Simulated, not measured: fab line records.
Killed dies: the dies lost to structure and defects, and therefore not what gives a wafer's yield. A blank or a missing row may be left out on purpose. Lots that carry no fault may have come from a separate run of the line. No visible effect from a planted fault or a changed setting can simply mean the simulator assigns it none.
fab line records -- flow rit_cmos
record: lots: 6, wafers: 18, last_day: 6
route steps=202 shown ACTIVE@2 FOX1@20 FOX2@23 NWELL@28 PWELL@39 M1@202
lots with no fault: from the same line, run without faults
start_h: hours from the record's first day to the start of the lot's first wafer shown -- wait_h: time in hours since the lot's previous step -- " as in the row above -- L1.1+2: a single row standing in for several wafers -- - no value, or no start given -- * or withheld: withheld -- < > ~ a bound
route shown NAME@n: NAME is a module with steps in the file, n the number in the route of the first one -- usual: average and standard deviation across the fault-free wafers -- same: alike in all rows -- chamber/n: place in a boat -- sites: per-site readings -- _std_site: standard deviation across them -- _edge_site: outer sites' mean less inner sites' -- radius_mm: for every site, how far away it sits from the centre of the wafer -- mask NAME#n: copy n -- behind: the most recent tool/chamber to have shaped the wafer -- hold: cause of the lot's hold/its duration in hours/its outcome -- device: which transistor (n, p or np) failed to switch -- end of line: the same wafers' tests at the end of the route -- for a step that has no rows: nothing shown but its recipe -- killed: at the first sort, the dies lost to defects and structure; wafer yield is something else -- map: a wafer's dies, x killed, . not, _ none there
set.NAME: the setting the step ran with; set.NAME@STEP: the setting that earlier step ran with -- model.NAME: the simulator's own value behind a step, which no gauge read
certain route steps with their lots: each step a table, each wafer a row
services: when a tool's chamber went out of use (start_h, in hours from the record's first day, below 0 if earlier), for how many hours, and the reason
== steps ==
step: RIT_ACTIVE_OXIDATION_01
recipe: temp_c: 1000, ambient: O2, target_thk_a: 468, ox_time_s: 3288
step: RIT_ACTIVE_THK_MEAS_02
recipe: reads: SiO2_of_ACTIVE_OXIDATION_01
usual: ACTIVE_OXIDE_THK: 46.0/0.84
lot.wafer,tool,chamber,start_h,wait_h,ACTIVE_OXIDE_THK[nm]
L141.1,film_metro-04,-,17.49,0.0,47.9
L141.4,film_metro-04,-,17.49,0.0,47.2
L141.5,film_metro-04,-,17.49,0.0,47.2
L147.1,film_metro-02,-,47.05,0.0,46.3
L147.2,film_metro-02,-,47.05,0.0,46.1
L147.4,film_metro-02,-,47.05,0.0,46.4
L149.3,film_metro-04,-,59.57,0.0,45.2
L149.4,film_metro-04,-,59.57,0.0,45.8
L149.6,film_metro-04,-,59.57,0.0,44.7
L151.4,film_metro-03,-,67.08,0.0,44.9
L151.5,film_metro-03,-,67.08,0.0,46.2
L151.6,film_metro-03,-,67.08,0.0,45.5
L155.3,film_metro-02,-,88.05,0.0,46.5
L155.5,film_metro-02,-,88.05,0.0,45.9
L155.6,film_metro-02,-,88.05,0.0,45.6
L157.1,film_metro-03,-,97.84,0.0,46.4
L157.3,film_metro-03,-,97.84,0.0,46.0
L157.6,film_metro-03,-,97.84,0.0,45.7
step: RIT_ACTIVE_CVD_03
recipe: material: Si3N4, target_thk_nm: 150, temp_c: 810, precursor: SiH2Cl2/NH3, time_s: 1500, pressure_mtorr: 300, sih2cl2_flow_sccm: 60, nh3_flow_sccm: 150
step: RIT_ACTIVE_THK_MEAS_04
recipe: reads: Si3N4_of_ACTIVE_CVD_03
usual: ACTIVE_NITRIDE_THK: 149.1/1.4
lot.wafer,tool,chamber,start_h,wait_h,ACTIVE_NITRIDE_THK[nm]
L141.1,film_metro-02,-,18.97,0.0,149.7
L141.4,film_metro-02,-,18.97,0.0,148.6
L141.5,film_metro-02,-,18.97,0.0,149.1
L147.1,film_metro-04,-,48.53,0.0,147.2
L147.2,film_metro-04,-,48.53,0.0,148.0
L147.4,film_metro-04,-,48.53,0.0,148.9
L149.3,film_metro-02,-,64.14,0.0,150.6
L149.4,film_metro-02,-,64.14,0.0,151.0
L149.6,film_metro-02,-,64.14,0.0,149.3
L151.4,film_metro-02,-,69.94,0.0,148.5
L151.5,film_metro-02,-,69.94,0.0,148.1
L151.6,film_metro-02,-,69.94,0.0,147.2
L155.3,film_metro-03,-,90.21,0.0,147.1
L155.5,film_metro-03,-,90.21,0.0,146.6
L155.6,film_metro-03,-,90.21,0.0,146.5
L157.1,film_metro-02,-,99.31,0.0,147.7
L157.3,film_metro-02,-,99.31,0.0,146.9
L157.6,film_metro-02,-,99.31,0.0,147.8
step: RIT_ACTIVE_HMDS_05
recipe: prime_time_s: 60, prime_temp_c: 140
step: RIT_ACTIVE_COAT_06
recipe: resist: NOVOLAK, spin_rpm: 3226, resist_thk_nm: 1000
step: RIT_ACTIVE_SOFTBAKE_07
recipe: resist: NOVOLAK, temp_c: 90, time_s: 60
step: RIT_ACTIVE_EXPOSE_08
recipe: mask_id: M1, na: 0.6, source_shape: conventional, sigma_outer: 0.6, target_cd_nm: 1400, dose_mj: 225
step: RIT_ACTIVE_PEB_09
recipe: resist: NOVOLAK, temp_c: withheld, time_s: withheld
step: RIT_ACTIVE_DEVELOP_10
recipe: resist: NOVOLAK, develop_time_s: 50, dev_temp_c: 23
step: RIT_ACTIVE_CD_MEAS_11
recipe: target_cd_nm: 1400
usual: cd_nm: 1399.9/2.3
lot.wafer,tool,chamber,start_h,wait_h,cd_nm
L141.1,cd_sem-02,-,20.03,-,1399.0
L141.4,cd_sem-02,-,20.03,-,1402.2
L141.5,cd_sem-02,-,20.03,-,1399.0
L147.1,cd_sem-02,-,49.51,-,1401.3
L147.2,cd_sem-02,-,49.51,-,1402.3
L147.4,cd_sem-02,-,49.51,-,1401.3
L149.3,cd_sem-02,-,65.07,-,1399.9
L149.4,cd_sem-02,-,65.07,-,1399.8
L149.6,cd_sem-02,-,65.07,-,1401.2
L151.4,cd_sem-01,-,71.01,-,1397.9
L151.5,cd_sem-01,-,71.01,-,1396.4
L151.6,cd_sem-01,-,71.01,-,1397.8
L155.3,cd_sem-01,-,91.14,-,1400.1
L155.5,cd_sem-01,-,91.14,-,1398.5
L155.6,cd_sem-01,-,91.14,-,1399.1
L157.1,cd_sem-01,-,100.22,-,1402.7
L157.3,cd_sem-01,-,100.22,-,1401.8
L157.6,cd_sem-01,-,100.22,-,1403.6
step: RIT_ACTIVE_HARDBAKE_12
recipe: resist: NOVOLAK, temp_c: 140, time_s: 60
step: RIT_ACTIVE_ETCH_13
recipe: stop_on: SiO2, chemistry: SF6, target: Si3N4, time_s: 210, over_etch_frac: 0.4, SF6_flow_sccm: 200, pressure_mtorr: 260, rf_w: 125, target_depth_a: 2100
usual: drypump_motor_current_A: 5.7/0.44, oes_product_au: 0.820/0.012, throttle_valve_pct: 7.52/0.14
lot.wafer,tool,chamber,start_h,wait_h,drypump_motor_current_A,oes_product_au,rf_hours_counter_h,throttle_valve_pct
L141.1,rie_diel-03,0,20.30,0.1,5.5,0.828,50,7.60
L141.4,rie_diel-03,3,20.30,0.1,4.8,0.841,64,7.57
L141.5,rie_diel-03,3,20.30,0.1,4.8,0.843,-,7.57
L147.1,rie_diel-03,3,49.78,0.1,4.9,0.828,65,7.55
L147.2,rie_diel-03,1,49.78,0.1,5.9,0.806,109,7.62
L147.4,rie_diel-03,2,49.78,0.1,6.2,0.823,-,7.40
L149.3,rie_diel-02,3,65.30,0.1,5.7,0.826,40,7.30
L149.4,rie_diel-02,1,65.30,0.1,5.9,0.843,1,7.52
L149.6,rie_diel-02,3,65.30,0.1,5.7,0.820,-,7.31
L151.4,rie_diel-02,3,71.25,0.1,5.7,0.821,40,7.29
L151.5,rie_diel-02,0,71.25,0.1,5.7,0.807,-,7.50
L151.6,rie_diel-02,3,71.25,0.1,5.7,0.818,-,7.31
L155.3,rie_diel-02,0,91.37,0.1,5.7,0.807,35,7.49
L155.5,rie_diel-02,0,91.37,0.1,5.7,0.799,-,7.49
L155.6,rie_diel-02,1,91.37,0.1,5.9,0.827,-,7.52
L157.1,rie_diel-02,0,100.49,0.1,5.7,0.806,35,7.52
L157.3,rie_diel-02,3,100.49,0.1,5.7,0.816,41,7.31
L157.6,rie_diel-02,3,100.49,0.1,5.7,0.811,-,7.29
step: RIT_ACTIVE_STRIP_14
recipe: chemistry: O2, time_s: 180, resist: NOVOLAK, platen_temp_c: withheld, power_w: 500, pressure_mtorr: 4000, o2_flow_sccm: 4000
usual: drypump_motor_current_A: 5.85/0.18
lot.wafer,tool,chamber,start_h,wait_h,drypump_motor_current_A,rf_hours_counter_h
L141.1,plasma_asher-02,0,20.44,0.1,5.75,38
L141.4,plasma_asher-02,0,20.44,0.1,5.73,-
L141.5,plasma_asher-02,1,20.44,0.1,5.86,-
L147.1,plasma_asher-03,0,49.91,0.1,5.72,40
L147.2,plasma_asher-03,1,49.91,0.1,6.05,40
L147.4,plasma_asher-03,0,49.91,0.1,5.70,-
L149.3,plasma_asher-03,0,65.49,0.1,5.73,-
L149.4,plasma_asher-03,1,65.49,0.1,6.03,-
L149.6,plasma_asher-03,1,65.49,0.1,6.06,-
L151.4,plasma_asher-01,0,71.45,0.1,6.13,-
L151.5,plasma_asher-01,0,71.45,0.1,6.13,-
L151.6,plasma_asher-01,1,71.45,0.1,5.61,-
L155.3,plasma_asher-03,1,91.56,0.1,6.06,-
L155.5,plasma_asher-03,0,91.56,0.1,5.67,-
L155.6,plasma_asher-03,1,91.56,0.1,6.03,-
L157.1,plasma_asher-01,1,100.63,0.1,5.66,45
L157.3,plasma_asher-01,1,100.63,0.1,5.63,-
L157.6,plasma_asher-01,1,100.63,0.1,5.67,-
step: RIT_ACTIVE_CD_MEAS_90
recipe: target_cd_nm: 1400
usual: cd_nm: 1400.0/2.3
lot.wafer,tool,chamber,start_h,wait_h,cd_nm
L141.1,cd_sem-02,-,20.61,0.1,1399.1
L141.4,cd_sem-02,-,20.61,0.1,1401.7
L141.5,cd_sem-02,-,20.61,0.1,1399.1
L147.1,cd_sem-01,-,50.09,0.1,1401.5
L147.2,cd_sem-01,-,50.09,0.1,1401.5
L147.4,cd_sem-01,-,50.09,0.1,1400.7
L149.3,cd_sem-01,-,65.65,0.1,1399.3
L149.4,cd_sem-01,-,65.65,0.1,1399.8
L149.6,cd_sem-01,-,65.65,0.1,1401.3
L151.4,cd_sem-02,-,71.62,0.1,1398.2
L151.5,cd_sem-02,-,71.62,0.1,1396.8
L151.6,cd_sem-02,-,71.62,0.1,1397.4
L155.3,cd_sem-01,-,91.72,0.1,1400.6
L155.5,cd_sem-01,-,91.72,0.1,1399.0
L155.6,cd_sem-01,-,91.72,0.1,1398.9
L157.1,cd_sem-02,-,100.80,0.1,1402.8
L157.3,cd_sem-02,-,100.80,0.1,1401.7
L157.6,cd_sem-02,-,100.80,0.1,1403.3
step: RIT_ACTIVE_CLEAN_15
recipe: chemistry: SC1, mix: 3:3:50, time_s: 600, temp_c: 75
step: RIT_ACTIVE_CLEAN_16
recipe: chemistry: dHF, dilution: 50:1, time_s: 30
step: RIT_ACTIVE_CLEAN_17
recipe: chemistry: SC2, mix: 3:3:50, time_s: 600, temp_c: 75, dry: n2_spin
step: RIT_FOX1_OXIDATION_00
recipe: temp_c: 1100, ambient: H2O, target_thk_a: 3507, p_h2o_torr: 720, ox_time_s: 1130
step: RIT_FOX1_THK_MEAS_01
recipe: reads: SiO2_of_FOX1_OXIDATION_00
usual: FOX1_OXIDE_THK: 349/8.2
lot.wafer,tool,chamber,start_h,wait_h,FOX1_OXIDE_THK[nm]
L141.1,film_metro-01,-,23.61,0.0,354
L141.4,film_metro-01,-,23.61,0.0,358
L141.5,film_metro-01,-,23.61,0.0,353
L147.1,film_metro-03,-,51.89,0.0,357
L147.2,film_metro-03,-,51.89,0.0,357
L147.4,film_metro-03,-,51.89,0.0,354
L149.3,film_metro-04,-,67.43,0.0,340
L149.4,film_metro-04,-,67.43,0.0,339
L149.6,film_metro-04,-,67.43,0.0,336
L151.4,film_metro-01,-,75.33,0.0,351
L151.5,film_metro-01,-,75.33,0.0,347
L151.6,film_metro-01,-,75.33,0.0,349
L155.3,film_metro-01,-,94.46,0.0,343
L155.5,film_metro-01,-,94.46,0.0,342
L155.6,film_metro-01,-,94.46,0.0,338
L157.1,film_metro-03,-,102.60,0.0,357
L157.3,film_metro-03,-,102.60,0.0,357
L157.6,film_metro-03,-,102.60,0.0,352
step: RIT_FOX1_WET_ETCH_02
recipe: chemistry: BOE, target_depth_nm: 350, time_s: 390, temp_c: 21.5, dry: n2_spin, dilution: 10:1, target: SiO2
step: RIT_FOX2_OXIDATION_00
recipe: temp_c: 1100, ambient: H2O, target_thk_a: 3507, p_h2o_torr: 720, ox_time_s: 1130
step: RIT_FOX2_THK_MEAS_01
recipe: reads: SiO2_of_FOX2_OXIDATION_00
usual: FOX2_OXIDE_THK: 349/6.3
lot.wafer,tool,chamber,start_h,wait_h,FOX2_OXIDE_THK[nm]
L141.1,film_metro-02,-,25.18,0.0,365
L141.4,film_metro-02,-,25.18,0.0,366
L141.5,film_metro-02,-,25.18,0.0,362
L147.1,film_metro-03,-,54.44,0.0,353
L147.2,film_metro-03,-,54.44,0.0,353
L147.4,film_metro-03,-,54.44,0.0,357
L149.3,film_metro-01,-,68.92,0.0,355
L149.4,film_metro-01,-,68.92,0.0,350
L149.6,film_metro-01,-,68.92,0.0,354
L151.4,film_metro-01,-,76.82,0.0,344
L151.5,film_metro-01,-,76.82,0.0,347
L151.6,film_metro-01,-,76.82,0.0,340
L155.3,film_metro-02,-,95.95,0.0,347
L155.5,film_metro-02,-,95.95,0.0,345
L155.6,film_metro-02,-,95.95,0.0,344
L157.1,film_metro-03,-,104.09,0.0,343
L157.3,film_metro-03,-,104.09,0.0,345
L157.6,film_metro-03,-,104.09,0.0,349
step: RIT_FOX2_CLEAN_02
recipe: chemistry: dHF, dilution: 50:1, time_s: 180
step: RIT_FOX2_WET_ETCH_03
recipe: chemistry: H3PO4, target: Si3N4, target_depth_nm: 195, temp_c: 165, time_s: 2700
step: RIT_FOX2_THK_MEAS_90
recipe: reads: SiO2_of_FOX2_OXIDATION_00
usual: FIELD_OXIDE_LEFT_1_THK: 322/6.2
lot.wafer,tool,chamber,start_h,wait_h,FIELD_OXIDE_LEFT_1_THK[nm]
L141.1,film_metro-01,-,26.06,0.0,337
L141.4,film_metro-01,-,26.06,0.0,338
L141.5,film_metro-01,-,26.06,0.0,334
L147.1,film_metro-03,-,55.32,0.0,324
L147.2,film_metro-03,-,55.32,0.0,326
L147.4,film_metro-03,-,55.32,0.0,330
L149.3,film_metro-02,-,69.80,0.0,327
L149.4,film_metro-02,-,69.80,0.0,323
L149.6,film_metro-02,-,69.80,0.0,327
L151.4,film_metro-02,-,77.77,0.0,317
L151.5,film_metro-02,-,77.77,0.0,319
L151.6,film_metro-02,-,77.77,0.0,312
L155.3,film_metro-02,-,96.83,0.0,321
L155.5,film_metro-02,-,96.83,0.0,319
L155.6,film_metro-02,-,96.83,0.0,317
L157.1,film_metro-02,-,104.97,0.0,316
L157.3,film_metro-02,-,104.97,0.0,318
L157.6,film_metro-02,-,104.97,0.0,322
step: RIT_NWELL_HMDS_00
recipe: prime_time_s: 60, prime_temp_c: 140
step: RIT_NWELL_COAT_01
recipe: resist: NOVOLAK, spin_rpm: 2000, resist_thk_nm: 1300
step: RIT_NWELL_SOFTBAKE_02
recipe: resist: NOVOLAK, temp_c: 88.75, time_s: 60
step: RIT_NWELL_EXPOSE_03
recipe: mask_id: M2, na: 0.57, target_cd_nm: 43900, dose_mj: 250
step: RIT_NWELL_PEB_04
recipe: resist: NOVOLAK, temp_c: withheld, time_s: withheld
step: RIT_NWELL_DEVELOP_05
recipe: resist: NOVOLAK, develop_time_s: 68, dev_temp_c: 23
step: RIT_NWELL_OVL_MEAS_06
usual: NWELL_OVL: 0.5/1.7
lot.wafer,tool,chamber,start_h,wait_h,NWELL_OVL[nm]
L141.1,overlay-02,-,27.00,-,-2.4
L141.4,overlay-02,-,27.00,-,-0.5
L141.5,overlay-02,-,27.00,-,-1.2
L147.1,overlay-01,-,56.41,-,0.0
L147.2,overlay-01,-,56.41,-,-0.5
L147.4,overlay-01,-,56.41,-,-0.3
L149.3,overlay-02,-,70.73,-,0.7
L149.4,overlay-02,-,70.73,-,-0.6
L149.6,overlay-02,-,70.73,-,-0.2
L151.4,overlay-02,-,78.69,-,-1.5
L151.5,overlay-02,-,78.69,-,-0.6
L151.6,overlay-02,-,78.69,-,-0.4
L155.3,overlay-01,-,97.89,-,1.1
L155.5,overlay-01,-,97.89,-,-0.1
L155.6,overlay-01,-,97.89,-,-0.7
L157.1,overlay-01,-,106.03,-,0.4
L157.3,overlay-01,-,106.03,-,0.2
L157.6,overlay-01,-,106.03,-,1.2
step: RIT_NWELL_HARDBAKE_07
recipe: resist: NOVOLAK, temp_c: 140, time_s: 120
step: RIT_NWELL_IMPLANT_08
recipe: species: P, energy_kev: 170, dose_cm2: 5e+13, tilt_deg: 7
step: RIT_NWELL_STRIP_09
recipe: chemistry: O2, time_s: 180, resist: NOVOLAK, platen_temp_c: withheld, power_w: 500, pressure_mtorr: 4000, o2_flow_sccm: 4000
usual: drypump_motor_current_A: 5.7/0.31
lot.wafer,tool,chamber,start_h,wait_h,drypump_motor_current_A,rf_hours_counter_h
L141.1,plasma_asher-02,1,27.43,0.1,5.9,38
L141.4,plasma_asher-02,1,27.43,0.1,5.9,-
L141.5,plasma_asher-02,1,27.43,0.1,5.9,-
L147.1,plasma_asher-01,0,56.84,0.1,6.1,41
L147.2,plasma_asher-01,1,56.84,0.1,5.6,41
L147.4,plasma_asher-01,1,56.84,0.1,5.6,-
L149.3,plasma_asher-04,1,71.21,0.1,5.5,-
L149.4,plasma_asher-04,0,71.21,0.1,5.0,-
L149.6,plasma_asher-04,1,71.21,0.1,5.5,-
L151.4,plasma_asher-02,1,79.17,0.1,5.9,-
L151.5,plasma_asher-02,0,79.17,0.1,5.7,-
L151.6,plasma_asher-02,1,79.17,0.1,5.9,-
L155.3,plasma_asher-04,1,98.37,0.1,5.5,-
L155.5,plasma_asher-04,0,98.37,0.1,5.0,-
L155.6,plasma_asher-04,1,98.37,0.1,5.6,-
L157.1,plasma_asher-01,0,106.47,0.1,6.1,46
L157.3,plasma_asher-01,1,106.47,0.1,5.7,-
L157.6,plasma_asher-01,0,106.47,0.1,6.1,-
step: RIT_NWELL_TW_MEAS_10
usual: NWELL_TW: 2128/25
lot.wafer,tool,chamber,start_h,wait_h,NWELL_TW
L141.1,film_metro-02,-,27.61,0.1,2132
L141.4,film_metro-02,-,27.61,0.1,2142
L141.5,film_metro-02,-,27.61,0.1,2157
L147.1,film_metro-04,-,57.22,0.3,2156
L147.2,film_metro-04,-,57.22,0.3,2146
L147.4,film_metro-04,-,57.22,0.3,2156
L149.3,film_metro-04,-,71.35,0.1,2156
L149.4,film_metro-04,-,71.35,0.1,2155
L149.6,film_metro-04,-,71.35,0.1,2150
L151.4,film_metro-04,-,79.32,0.1,2139
L151.5,film_metro-04,-,79.32,0.1,2131
L151.6,film_metro-04,-,79.32,0.1,2139
L155.3,film_metro-02,-,98.51,0.1,2145
L155.5,film_metro-02,-,98.51,0.1,2130
L155.6,film_metro-02,-,98.51,0.1,2143
L157.1,film_metro-02,-,106.64,0.1,2144
L157.3,film_metro-02,-,106.64,0.1,2146
L157.6,film_metro-02,-,106.64,0.1,2150
step: RIT_PWELL_HMDS_00
recipe: prime_time_s: 60, prime_temp_c: 140
step: RIT_PWELL_COAT_01
recipe: resist: NOVOLAK, spin_rpm: 2000, resist_thk_nm: 1300
step: RIT_PWELL_SOFTBAKE_02
recipe: resist: NOVOLAK, temp_c: 90, time_s: 60
step: RIT_PWELL_EXPOSE_03
recipe: mask_id: M3, na: 0.57, target_cd_nm: 43700, dose_mj: 250
step: RIT_PWELL_PEB_04
recipe: resist: NOVOLAK, temp_c: withheld, time_s: withheld
step: RIT_M1_PROBE_99
usual: killed_at_M0_to_M3: 0.0/0.12, killed_at_contacts: 0.1/0.31, killed_at_front_end: 8/3.1, killed_dies: 8/3.2, killed_open: 3.9/2.2, killed_short: 3.8/2.1
same: gross_dies: 264, killed_at_M4_up: 0, killed_at_back_side: 0, killed_at_other: 0
lot.wafer,tool,chamber,start_h,wait_h,killed_at_M0_to_M3,killed_at_contacts,killed_at_front_end,killed_dies,killed_open,killed_short
L141.1,prober-01,-,66.49,0.1,0,0,3,3,2,1
L141.4,prober-01,-,66.64,0.2,0,0,2,2,1,1
L141.5,prober-01,-,66.69,0.2,0,0,9,9,4,5
L147.1,prober-01,-,99.05,0.1,0,0,6,6,3,3
L147.2,prober-01,-,99.10,0.1,0,0,5,5,4,1
L147.4,prober-01,-,99.20,0.2,0,0,8,8,2,6
L149.3,prober-01,-,110.74,0.2,0,0,5,5,4,1
L149.4,prober-01,-,110.79,0.2,0,0,13,13,9,4
L149.6,prober-01,-,110.89,0.2,0,2,8,10,6,4
L151.4,prober-01,-,117.67,0.2,0,0,9,9,4,5
L151.5,prober-01,-,117.72,0.2,0,0,6,6,1,5
L151.6,prober-01,-,117.77,0.2,0,0,6,6,3,3
L155.3,prober-01,-,136.49,0.2,0,0,38,38,3,6
L155.5,prober-01,-,136.59,0.2,1,0,29,30,3,3
L155.6,prober-01,-,136.64,0.2,0,0,4,4,3,1
L157.1,prober-01,-,144.93,0.1,0,0,34,34,4,1
L157.3,prober-01,-,145.03,0.2,0,0,9,9,3,6
L157.6,prober-01,-,145.18,0.2,0,0,13,13,9,4
killed by level:class
L141.1 FOX1:geometric_particle:short=1 REOX:geometric_particle:open=1 SILICIDE:geometric_particle:open=1
L141.4 GATE:geometric_particle:open=1 GATE:geometric_particle:short=1
L141.5 GATE:geometric_particle:open=3 SILICIDE:geometric_particle:short=3 FOX1:geometric_particle:short=1 GATE:geometric_particle:short=1 SILICIDE:geometric_particle:open=1
L147.1 FOX2:geometric_particle:short=1 GATE:geometric_particle:short=1 GATE:geometric_particle:open=1 SPACER:geometric_particle:open=1 SILICIDE:geometric_particle:open=1 SILICIDE:geometric_particle:short=1
L147.2 GATE:geometric_particle:open=2 REOX:geometric_particle:open=1 SPACER:geometric_particle:open=1 SILICIDE:geometric_particle:short=1
L147.4 REOX:geometric_particle:short=2 SPACER:geometric_particle:short=2 FOX1:geometric_particle:open=1 FOX2:geometric_particle:short=1 GATE:geometric_particle:short=1 SPACER:geometric_particle:open=1
L149.3 GATE:geometric_particle:open=3 FOX2:geometric_particle:open=1 GATE:geometric_particle:short=1
L149.4 GATE:geometric_particle:open=4 FOX1:geometric_particle:open=2 SPACER:geometric_particle:short=2 SILICIDE:geometric_particle:open=2 FOX2:geometric_particle:open=1 GATE:geometric_particle:short=1 SILICIDE:geometric_particle:short=1
L149.6 GATE:geometric_particle:open=4 FOX1:geometric_particle:short=1 GATE:geometric_particle:short=1 SPACER:geometric_particle:open=1 SILICIDE:geometric_particle:short=1 CONTACT:geometric_particle:open=1 CONTACT:geometric_particle:short=1
L151.4 GATE:geometric_particle:short=2 REOX:geometric_particle:short=2 SILICIDE:geometric_particle:open=2 FOX1:geometric_particle:open=1 FOX1:geometric_particle:short=1 GATE:geometric_particle:open=1
L151.5 GATE:geometric_particle:short=3 FOX1:geometric_particle:short=1 FOX2:geometric_particle:short=1 GATE:geometric_particle:open=1
L151.6 FOX1:geometric_particle:open=2 FOX1:geometric_particle:short=1 GATE:geometric_particle:short=1 SPACER:geometric_particle:open=1 SPACER:geometric_particle:short=1
L155.3 ACTIVE:unspecified=29 GATE:geometric_particle:short=4 FOX1:geometric_particle:short=1 GATE:geometric_particle:open=1 SPACER:geometric_particle:short=1 SPACER:geometric_particle:open=1 SILICIDE:geometric_particle:open=1
L155.5 ACTIVE:unspecified=24 FOX1:geometric_particle:open=1 GATE:geometric_particle:open=1 SPACER:geometric_particle:short=1 SPACER:geometric_particle:open=1 SILICIDE:geometric_particle:short=1 M1:geometric_particle:short=1
L155.6 FOX1:geometric_particle:open=1 FOX1:geometric_particle:short=1 GATE:geometric_particle:open=1 SILICIDE:geometric_particle:open=1
L157.1 ACTIVE:unspecified=29 FOX1:geometric_particle:open=2 FOX1:geometric_particle:short=1 GATE:geometric_particle:open=1 REOX:geometric_particle:open=1
L157.3 REOX:geometric_particle:short=2 SILICIDE:geometric_particle:short=2 FOX1:geometric_particle:open=1 FOX2:geometric_particle:open=1 GATE:geometric_particle:open=1 GATE:geometric_particle:short=1 SPACER:geometric_particle:short=1
L157.6 GATE:geometric_particle:open=6 GATE:geometric_particle:short=2 SILICIDE:geometric_particle:open=2 FOX1:geometric_particle:open=1 FOX2:geometric_particle:short=1 SPACER:geometric_particle:short=1
map L155.3 (x killed, . not)
________......._______
_____.............____
____...............___
___.................__
__.........x........._
__..................._
_...................x.
_.....................
_.......x.x.x......x..
_.......xxxxx.........
__....x.xxxxx.......x_
__...x.xxxxxx.......x_
___.x.x.xxxxxx......__
____...x.xxx.......___
_____.............____
________......._______
map L157.1 (x killed, . not)
________...x..._______
_____.............____
____...............___
___..x..............__
__.............x....._
__..................._
_.....x...............
_.....................
_...........x.........
_......xxxx.xx........
__.....xxxxxxx......._
__....xxxxxxx........_
___.....xxxx.x......__
____.....x.x.......___
_____.......x.....____
________......x_______
== services ==
tool,chamber,start_h,hours,kind
rie_diel-03,-,16.92,0.8,repair
rie_diel-03,0,48.54,3.1,repair
plasma_asher-01,-,55.06,1.2,repair
plasma_asher-02,-,72.75,2.8,pm
rie_diel-03,0,83.63,2.8,repair
== key ==
first_sign: step: RIT_M1_PROBE_99, reading: killed_at_front_end, direction: up, sigmas: 8.3, usual: 8, struck: 34
effect: step: RIT_M1_PROBE_99, reading: killed_dies, direction: up, sigmas: 8.2, usual: 8, struck: 34
met_at RIT_ACTIVE_ETCH_13
struck_wafers L155.3,L155.5,L157.1
tester_left_out L155,L157
onset_between 71.25 91.37
fault: kind: chamber_particle_source, tool: rie_diel-02, chamber: 0, onset_h: 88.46, steps: RIT_ACTIVE_ETCH_13, rate_per_visit_cm2: 0.40006, end_h: 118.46
tester_left_out: of these lots the tester's yield and bins aren't shown, on N5 and GAA mostly nor the transistor test; their killed dies are dies lost to structure and defects alone, not to doping, threshold or leakage, so they don't give the yield
